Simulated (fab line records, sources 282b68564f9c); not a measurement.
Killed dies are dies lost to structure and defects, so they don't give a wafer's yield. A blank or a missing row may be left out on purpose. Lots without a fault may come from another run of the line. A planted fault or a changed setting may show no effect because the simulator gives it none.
fab line records | flow rit_cmos
record lots=6 wafers=18 last_day=7
route steps=202 shown NRETRO@57 PRETRO@64
lots that met no fault: from a run of the same line without faults
start_h: hours from the record's first day to the start of the lot's first wafer shown | wait_h: hours since the lot's step before | " the same as in the row above | L1.1+2: a row that stands for several wafers | - no value, or no start given | * or withheld: withheld | < > ~ a bound
route shown NAME@n: a module of which the file shows steps, and the number in the route of the first | usual: mean/standard deviation of fault-free wafers | same: alike in all rows | chamber/n: place in a boat | sites: the reading at each site | _std_site: their standard deviation | _edge_site: outer sites' mean less inner sites' | radius_mm: how far each site lies from the wafer's centre | mask NAME#n: copy n | behind: the tool/chamber that last shaped the wafer | hold: why the lot was held/for how many hours/how that ended | device: the transistor (n, p or np) that didn't switch | end of line: the same wafers' tests at the end of the route | a step without rows: its recipe alone | killed: dies lost to structure and defects at the first sort, not the wafer's yield | map: a wafer's dies, x killed, . not, _ none there
set.NAME: the setting as run; set.NAME@STEP: as run at that earlier step | model.NAME: the simulator's own value behind a step, which no gauge read
lots at some steps of the route; a table a step, a row a wafer
services: from which hour (start_h, from the record's first day; less than 0 if before it) a tool's chamber was out of use, for how many hours, and why
## steps
# step RIT_NRETRO_PEB_04
# recipe resist=NOVOLAK temp_c=withheld time_s=withheld
# step RIT_NRETRO_DEVELOP_05
# recipe resist=NOVOLAK develop_time_s=68 dev_temp_c=23
# step RIT_NRETRO_OVL_MEAS_06
# usual NRETRO_OVL=-0.1/2
# columns lot.wafer tool chamber start_h wait_h NRETRO_OVL[nm]
L262.3 overlay-02 - 63.96 - -4.3
L262.4 " - " " -2.8
L262.6 " - " " 0.1
L266.2 overlay-01 - 85.25 - -2.5
L266.3 " - " " -1.3
L266.5 " - " " -4.4
L267.3 overlay-02 - 88.94 - 0.2
L267.5 " - " " 1.6
L267.6 " - " " -0.2
L268.3 overlay-01 - 95.37 - 0.6
L268.4 " - " " 0.6
L268.6 " - " " 1.2
L274.2 overlay-02 - 125.54 - 1.5
L274.4 " - " " 1.6
L274.5 " - " " 0.2
L275.1 overlay-01 - 129.48 - -1.1
L275.2 " - " " -2.9
L275.3 " - " " -1.7
# step RIT_NRETRO_HARDBAKE_07
# recipe resist=NOVOLAK temp_c=140 time_s=120
# step RIT_NRETRO_IMPLANT_08
# recipe species=P energy_kev=70 dose_cm2=1e+13 tilt_deg=7
# step RIT_NRETRO_STRIP_09
# recipe chemistry=O2 time_s=180 resist=NOVOLAK platen_temp_c=withheld power_w=500 pressure_mtorr=4000 o2_flow_sccm=4000
# usual drypump_motor_current_A=5.7/0.39 rf_refl_power_W=7.2/1.2
# columns lot.wafer tool chamber start_h wait_h drypump_motor_current_A rf_hours_counter_h rf_refl_power_W
L262.3 plasma_asher-02 1 64.59 0.1 5.8 - 7.3
L262.4 " 0 " " 6.0 - 8.9
L262.6 " 1 " " 5.8 - 6.9
L266.2 plasma_asher-01 0 85.68 0.1 5.3 44 5.8
L266.3 " 1 " " 6.2 - 7.0
L266.5 " 0 " " 5.3 - 5.6
L267.3 plasma_asher-01 1 89.42 0.1 6.2 - 7.0
L267.5 " 1 " " 6.2 - 6.9
L267.6 " 0 " " 5.3 - 5.5
L268.3 plasma_asher-01 1 95.85 0.1 6.2 - 7.2
L268.4 " 0 " " 5.3 - 5.4
L268.6 " 1 " " 6.2 - 7.1
L274.2 plasma_asher-01 0 125.97 0.1 5.3 1 5.6
L274.4 " 1 " " 6.2 - 7.0
L274.5 " 0 " " 5.3 - 5.9
L275.1 plasma_asher-03 0 129.92 0.1 5.0 49 7.0
L275.2 " 1 " " 5.8 49 7.4
L275.3 " 1 " " 5.8 - 7.3
# step RIT_NRETRO_TW_MEAS_10
# usual NRETRO_TW=1049/8.5
# columns lot.wafer tool chamber start_h wait_h NRETRO_TW
L262.3 film_metro-01 - 64.72 0.1 1054
L262.4 " - " " 1056
L262.6 " - " " 1048
L266.2 film_metro-02 - 85.86 0.1 1032
L266.3 " - " " 1039
L266.5 " - " " 1039
L267.3 film_metro-04 - 89.56 0.1 1041
L267.5 " - " " 1038
L267.6 " - " " 1040
L268.3 film_metro-04 - 95.99 0.1 1040
L268.4 " - " " 1040
L268.6 " - " " 1041
L274.2 film_metro-02 - 126.16 0.1 1052
L274.4 " - " " 1051
L274.5 " - " " 1054
L275.1 film_metro-04 - 130.09 0.1 1050
L275.2 " - " " 1049
L275.3 " - " " 1048
# step RIT_PRETRO_HMDS_00
# recipe prime_time_s=60 prime_temp_c=140
# step RIT_PRETRO_COAT_01
# recipe resist=NOVOLAK spin_rpm=2000 resist_thk_nm=1300
# step RIT_PRETRO_SOFTBAKE_02
# recipe resist=NOVOLAK temp_c=90 time_s=61.53
# usual plate_sensor_t_centre_C=90.969/0.01 plate_sensor_t_edge_C=91.020/0.0097
# columns lot.wafer tool chamber start_h wait_h plate_sensor_t_centre_C plate_sensor_t_edge_C
L262.3 litho_track-03 0 65.11 0.1 90.990 91.020
L262.4 " 0 " " 90.984 91.027
L262.6 " 0 " " 90.958 91.022
L266.2 litho_track-02 0 86.24 0.1 90.964 91.032
L266.3 " 0 " " 90.954 91.026
L266.5 " 0 " " 90.972 91.025
L267.3 litho_track-01 0 89.95 0.1 90.966 91.006
L267.5 " 0 " " 90.962 91.006
L267.6 " 0 " " 90.981 91.002
L268.3 litho_track-03 0 96.38 0.1 90.974 91.013
L268.4 " 0 " " 90.965 91.042
L268.6 " 0 " " 90.959 91.007
L274.2 litho_track-03 0 126.53 0.1 90.972 91.013
L274.4 " 0 " " 90.964 91.021
L274.5 " 0 " " 90.970 91.037
L275.1 litho_track-02 0 130.45 0.1 90.973 91.033
L275.2 " 0 " " 90.994 91.012
L275.3 " 0 " " 90.974 91.023
# step RIT_PRETRO_EXPOSE_03
# recipe mask_id=M5 na=0.57 target_cd_nm=43700 dose_mj=250
# step RIT_PRETRO_PEB_04
# recipe resist=NOVOLAK temp_c=withheld time_s=withheld
# step RIT_PRETRO_DEVELOP_05
# recipe resist=NOVOLAK develop_time_s=68 dev_temp_c=23
# usual chill_plate_temp_C=23.00/0.12 develop_time_s=68/0 developer_temp_C=22.99/0.11
# columns lot.wafer tool chamber start_h wait_h chill_plate_temp_C develop_time_s developer_temp_C
L262.3 litho_track-02 0 65 - 22.96 68 23.06
L262.4 " 0 " " 22.88 68 23.06
L262.6 " 0 " " 22.80 68 22.89
L266.2 litho_track-03 - 86 - - - -
L266.3 " - " " - - -
L266.5 " - " " - - -
L267.3 litho_track-01 - 90 - - - -
L267.5 " - " " - - -
L267.6 " - " " - - -
L268.3 litho_track-01 0 96 - 23.27 68 23.03
L268.4 " 0 " " 23.04 68 22.97
L268.6 " 0 " " 23.11 68 22.72
L274.2 litho_track-02 0 126 - 22.89 68 22.95
L274.4 " 0 127 - 22.87 68 22.93
L274.5 " 0 " " 22.98 68 22.84
L275.1 litho_track-02 0 130 - 23.12 68 23.00
L275.2 " 0 " " 22.93 68 22.95
L275.3 " 0 " " 23.05 68 23.06
# step RIT_PRETRO_OVL_MEAS_06
# usual PRETRO_OVL=-1.7/1.3
# columns lot.wafer tool chamber start_h wait_h PRETRO_OVL[nm]
L262.3 overlay-02 - 65.66 - -1.4
L262.4 " - " " -3.1
L262.6 " - " " -3.8
L266.2 overlay-01 - 86.92 - -
L266.3 " - " " -
L266.5 " - " " -
L267.3 overlay-02 - 90.49 - -
L267.5 " - " " -
L267.6 " - " " -
L268.3 overlay-02 - 96.92 - 0.5
L268.4 " - " " 1.1
L268.6 " - " " -0.8
L274.2 overlay-02 - 127.10 - 0.0
L274.4 " - " " -0.2
L274.5 " - " " 1.1
L275.1 overlay-02 - 131.03 - -1.3
L275.2 " - " " -2.3
L275.3 " - " " -1.8
## services
# columns tool chamber start_h hours kind
litho_track-01 - 103.88 - consumable_replace:filter
plasma_asher-01 - 108.75 9.0 pm
plasma_asher-01 0 108.75 9.0 vent_cycle
plasma_asher-01 1 108.75 9.0 vent_cycle
plasma_asher-01 0 117.75 - clean
plasma_asher-01 1 117.75 - clean
## key
first_sign step=RIT_PRETRO_DEVELOP_05 reading=tool_record direction=missing
effect none on later readings
met_at RIT_PRETRO_DEVELOP_05
struck_wafers L266.2,L266.3,L266.5,L267.3,L267.5,L267.6
sort_left_out L266.2,L266.3,L266.5,L267.3,L267.5,L267.6
tester_left_out L266,L267
fault kind=skipped_step_whole tool=litho_track-01,litho_track-03 chamber=- onset_h=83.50 steps=RIT_PRETRO_DEVELOP_05 scope=struck_lots_only
# tester_left_out: of these lots the tester's yield and bins aren't shown, on N5 and GAA mostly nor the transistor test; their killed dies are dies lost to structure and defects alone, not to doping, threshold or leakage, so they don't give the yield
# sort_left_out: the simulated sort isn't trusted on such a fault, so these wafers' sort isn't shown, and their yield isn't known
